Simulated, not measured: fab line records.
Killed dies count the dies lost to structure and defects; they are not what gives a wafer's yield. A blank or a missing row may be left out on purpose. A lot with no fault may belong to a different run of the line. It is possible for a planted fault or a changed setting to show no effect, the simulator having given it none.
Which of the tools did it? | flow berkeley-cmos170 | 15 lots, 45 wafers sampled, at 5 steps of a route of 331

WHAT THE GAUGES READ, wafer by wafer
UCB170_NSD_TW_MEAS_10.
lot  | measured     | on            | NSD_TW
L206 | day 7 19:42  | film-metro-03 | 4239 4243 4236
L207 | day 7 19:49  | film-metro-02 | 4094 4093 4090
L209 | day 8 18:17  | film-metro-01 | 4265 4249 4255
L213 | day 9 06:07  | film-metro-02 | 4138 4145 4115
L212 | day 9 06:20  | film-metro-01 | 4289 4264 4277
L211 | day 9 06:36  | film-metro-02 | 4122 4135 4143
L215 | day 10 15:59 | film-metro-03 | 4233 4242 4249
L217 | day 10 16:57 | film-metro-02 | 4149 4136 4122
L219 | day 11 04:32 | film-metro-03 | 4185 4183 4224
L222 | day 11 21:05 | film-metro-03 | 4216 4206 4203
L220 | day 11 21:20 | film-metro-03 | 4221 4235 4185
L223 | day 12 08:07 | film-metro-02 | 4132 4116 4147
L227 | day 13 09:58 | film-metro-01 | 4263 4255 4264
L224 | day 13 16:20 | film-metro-03 | 4238 4226 4214
L229 | day 13 16:37 | film-metro-02 | 4139 4127 4146

UCB170_SDANNEAL_RS_MEAS_03: a four-point-probe measurement.
lot  | measured     | on            | NSD_RS (ohm/sq)
L206 | day 7 21:04  | film-metro-01 | 37.35 37.29 37.22
L207 | day 7 21:24  | film-metro-02 | 37.30 37.32 37.20
L209 | day 8 19:34  | film-metro-02 | 37.37 37.24 37.27
L213 | day 9 07:21  | film-metro-01 | 37.15 37.19 37.28
L212 | day 9 07:34  | film-metro-02 | 37.26 37.42 37.38
L211 | day 9 07:50  | film-metro-03 | 37.28 37.24 37.32
L215 | day 10 17:13 | film-metro-03 | 37.21 37.26 37.25
L217 | day 10 18:10 | film-metro-02 | - - -
L219 | day 11 05:44 | film-metro-01 | - - -
L222 | day 11 23:01 | film-metro-01 | - - -
L220 | day 11 23:18 | film-metro-02 | 37.34 37.38 37.29
L223 | day 12 09:33 | film-metro-03 | 37.27 37.16 37.17
L227 | day 13 11:22 | film-metro-02 | 37.26 37.13 37.19
L224 | day 13 17:35 | film-metro-03 | 37.43 37.49 37.34
L229 | day 13 17:53 | film-metro-01 | 37.12 37.36 37.23

UCB170_CONTACT_CD_MEAS_90: the cd target is 700 nm.
lot  | measured     | on        | cd-nm (nm)
L206 | day 8 04:16  | cd-sem-01 | 701.4 702.2 700.0
L207 | day 8 03:53  | cd-sem-01 | 699.2 700.0 699.5
L209 | day 9 01:02  | cd-sem-01 | 699.9 698.1 700.1
L213 | day 9 12:14  | cd-sem-02 | 700.8 700.0 700.9
L212 | day 9 12:32  | cd-sem-01 | 700.2 698.5 699.9
L211 | day 9 13:55  | cd-sem-02 | 699.1 699.9 699.7
L215 | day 10 23:41 | cd-sem-02 | 698.7 697.6 698.2
L217 | day 11 00:16 | cd-sem-01 | 701.4 700.4 701.0
L219 | day 11 12:10 | cd-sem-01 | 698.9 699.3 698.8
L222 | day 12 04:59 | cd-sem-01 | 700.4 700.8 699.3
L220 | day 12 06:43 | cd-sem-02 | 698.2 698.0 697.8
L223 | day 12 14:48 | cd-sem-01 | 701.2 700.2 699.0
L227 | day 13 16:35 | cd-sem-01 | 699.1 701.9 699.7
L224 | day 13 23:59 | cd-sem-01 | 697.2 698.8 697.9
L229 | day 13 23:38 | cd-sem-01 | 700.1 698.6 699.2

UCB170_M1_CD_MEAS_09: the cd target is 700 nm.
lot  | measured     | on        | cd-nm (nm)
L206 | day 8 05:54  | cd-sem-01 | 701.2 700.1 700.2
L207 | day 8 05:31  | cd-sem-02 | 698.9 698.9 698.7
L209 | day 9 03:49  | cd-sem-02 | 700.2 699.3 698.9
L213 | day 9 13:39  | cd-sem-01 | 697.8 699.2 699.7
L212 | day 9 14:05  | cd-sem-01 | 699.8 699.8 699.1
L211 | day 9 15:20  | cd-sem-02 | 700.2 701.5 700.4
L215 | day 11 01:12 | cd-sem-02 | 701.2 700.3 701.7
L217 | day 11 01:53 | cd-sem-02 | 700.6 700.8 703.0
L219 | day 11 13:53 | cd-sem-02 | 698.4 699.5 699.4
L222 | day 12 06:36 | cd-sem-01 | 700.4 700.7 699.7
L220 | day 12 08:06 | cd-sem-02 | 701.3 702.3 701.8
L223 | day 12 16:40 | cd-sem-02 | 702.4 701.7 701.2
L227 | day 13 18:22 | cd-sem-02 | 699.1 699.1 698.2
L224 | day 14 01:43 | cd-sem-01 | 698.1 696.8 698.8
L229 | day 14 01:08 | cd-sem-01 | 699.5 700.2 698.9

WHICH TOOL RAN EACH LOT (tool, then ch and the chambers of the sampled wafers, then the start)
lot  | UCB170_NSD_IMPLANT_08
L206 | implanter-02 ch 0, day 7 19:27
L207 | implanter-03 ch 0, day 7 19:34
L209 | implanter-02 ch 0, day 8 18:04
L213 | implanter-03 ch 0, day 9 05:53
L212 | implanter-04 ch 0, day 9 06:05
L211 | implanter-02 ch 0, day 9 06:21
L215 | implanter-04 ch 0, day 10 15:46
L217 | implanter-03 ch 0, day 10 16:42
L219 | implanter-03 ch 0, day 11 04:17
L222 | implanter-03 ch 0, day 11 20:50
L220 | implanter-02 ch 0, day 11 21:05
L223 | implanter-02 ch 0, day 12 07:52
L227 | implanter-02 ch 0, day 13 09:43
L224 | implanter-02 ch 0, day 13 16:07
L229 | implanter-04 ch 0, day 13 16:22
- UCB170_NSD_IMPLANT_08

WHAT THE TOOLS THEMSELVES READ (means of the sampled wafers that have a number; where no wafer has one, the mark that the record gives instead)
UCB170_NSD_IMPLANT_08.
lot  | tool         | beam-energy-keV | tilt-deg (degrees)
L206 | implanter-02 | 40.013          | 6.992
L207 | implanter-03 | 40.010          | 6.980
L209 | implanter-02 | 40.000          | 6.998
L213 | implanter-03 | 39.996          | 7.000
L212 | implanter-04 | 39.992          | 7.017
L211 | implanter-02 | 39.996          | 7.018
L215 | implanter-04 | 40.007          | 6.964
L217 | implanter-03 | 40.001          | 6.190
L219 | implanter-03 | 39.998          | 6.145
L222 | implanter-03 | 40.010          | 6.179
L220 | implanter-02 | 39.994          | 7.009
L223 | implanter-02 | 39.985          | 6.982
L227 | implanter-02 | 40.001          | 7.003
L224 | implanter-02 | 40.010          | 6.989
L229 | implanter-04 | 40.014          | 7.010

THE ANSWER, worked out from the rows above alone
Rule: what is usual is taken from the lots themselves. Put in order of their means at a reading, lots are off if they are a third of the lots or fewer, leave a main group of 4 or more, and stand apart from it by a gap of 3 or more times the standard deviation of the main group's means; of several such gaps the widest counts. Not used: any main group whose means are identical at the precision the tables above print for the reading. Also off: a lot with no number at a reading for which 4 or more lots have one. The other lots that the step has rows for count as sound. After the gauges, taken in route order, come the tools' own readings; for these a lot's mean is taken, as printed above. At the first step where some lot is off, the reading lying furthest off is the one used; lots without a number count as furthest.
Off: L217, L219, L222, at UCB170_SDANNEAL_RS_MEAS_03 (NSD_RS). Without a number there: L217, L219, L222. For the main group the mean is 37.28 ohm/sq and the standard deviation 0.065.
If a tool, at a process step before that reading, ran all the lots that are off and no sound lot after the first of them, it fits. Not tried: the gauges at UCB170_SDANNEAL_RS_MEAS_03; whatever is off there is also off at UCB170_NSD_IMPLANT_08, on other tools, and gauge error can't account for it. One fits: UCB170_NSD_IMPLANT_08 on implanter-03. A fault onset in the window from L213 (day 9 05:53, its last sound lot) to L217 (day 10 16:42, its first lot off) fits.
The tool's own readings at UCB170_NSD_IMPLANT_08 bear it out: on the lots that are off they differ by more than 5 times the standard deviation of the sound lots' means. tilt-deg reads 6.171 degrees there against 6.997 degrees on the sound lots.

WHAT THE SIMULATOR HAD PUT IN
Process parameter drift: implanter-03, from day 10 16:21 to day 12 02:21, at UCB170_NSD_IMPLANT_08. A move of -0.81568 in setting tilt-deg, from 7. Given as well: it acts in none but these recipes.
Struck lots among those shown: L217, L219, L222. The rule given above showed the same thing.
